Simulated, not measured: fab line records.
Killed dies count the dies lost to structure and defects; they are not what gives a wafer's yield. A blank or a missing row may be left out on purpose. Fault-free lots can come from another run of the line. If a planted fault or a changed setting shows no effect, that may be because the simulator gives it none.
One fault seen from 2 desks | flow berkeley_cmos170 | each desk has only its own numbers; what lay behind them comes last

== AT THE TOOL OWNER'S DESK: rie_metal-01 ==
The tool's own readings at UCB170_M2_METAL_ETCH_18 (etches Al in Cl2/BCl3, stops on SiO2, target depth 1170 nm, time 195 s): means of the sampled wafers that have a number, for each lot that ran on this tool. A lot is out of limits, marked OUT, if its mean lies more than 4 standard deviations from the usual mean; the brackets give that distance.
Columns: A = drypump_motor_current_A at UCB170_M2_METAL_ETCH_18, usual 5.5 A; B = oes_product_au at UCB170_M2_METAL_ETCH_18, usual 0.852 a.u.; C = run_length_s at UCB170_M2_METAL_ETCH_18, usual 223.5 s; D = throttle_valve_pct at UCB170_M2_METAL_ETCH_18, usual 24.42 %
lot  | first seen here | A   | B                | C               | D
L996 | day 9 10:05     | 6.1 | 0.853            | 222.6           | 24.44
L997 | day 10 02:17    | 5.8 | 0.857            | 223.2           | 24.51
L998 | day 10 05:07    | 6.1 | 0.793 (-5.4) OUT | 262.5 (+44) OUT | 24.46
L102 | day 11 03:22    | 5.8 | 0.738 (-10) OUT  | 302.6 (+90) OUT | 24.57
L107 | day 12 00:39    | 6.5 | 0.853            | 222.7           | 24.37
This desk's verdict: out of limits on L102, L998, starting with L998 at day 10 05:07 (oes_product_au at UCB170_M2_METAL_ETCH_18). L996, L997, L107 stayed within limits.

== THE METROLOGY DESK ==
Lot by lot, what the gauges showed, no matter which tool ran the lot: averages of those sampled wafers that carry a number. A lot is out of limits, marked OUT, if its mean lies more than 4 standard deviations from the usual mean; the brackets give that distance.
Columns: A = cd_nm at UCB170_M1_CD_MEAS_09, usual 700.0 nm; B = cd_nm at UCB170_M2_CD_MEAS_90, usual 700 nm
lot  | first seen here | A     | B
L993 | day 7 17:43     | 700.1 | 703
L994 | day 8 21:07     | 700.9 | 693
L995 | day 8 21:23     | 701.1 | 701
L996 | day 8 23:01     | 698.1 | 699
L997 | day 9 18:59     | 699.3 | 697
L998 | day 9 20:25     | 702.1 | 689
L102 | day 10 17:30    | 700.0 | 678 (-6.4) OUT
L108 | day 11 15:44    | 701.7 | 702
L107 | day 11 15:57    | 700.4 | 705
L109 | day 11 16:51    | 697.9 | 697
L111 | day 12 19:46    | 700.7 | 697
L115 | day 12 20:02    | 700.2 | 701
L114 | day 12 20:44    | 699.8 | 703
L112 | day 12 21:01    | 700.9 | 701
This desk's verdict: out of limits on L102, starting with L102 at day 11 03:39 (cd_nm at UCB170_M2_CD_MEAS_90). L993, L994, L995, L996, L997, L998, L108, L107, L109, L111, L115, L114, L112 stayed within limits.

== TAKEN TOGETHER ==
The tool owner's desk could have raised an alarm at day 10 05:07, on L102, L998.
The metrology desk could have raised an alarm at day 11 03:39, on L102.
The metrology desk has L998 on record, within its limits.
UCB170_M2_METAL_ETCH_18 was run on rie_metal-01 by each of the lots named.

== WHAT THE SIMULATOR HAD INSERTED ==
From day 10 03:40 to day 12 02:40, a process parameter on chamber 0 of rie_metal-01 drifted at UCB170_M2_METAL_ETCH_18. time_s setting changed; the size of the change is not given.
Struck lots among those shown: L102, L998.
Delay (hours) between the fault's onset and each desk's first out-of-limits reading: 1 at the tool owner's desk, 24 at the metrology desk.
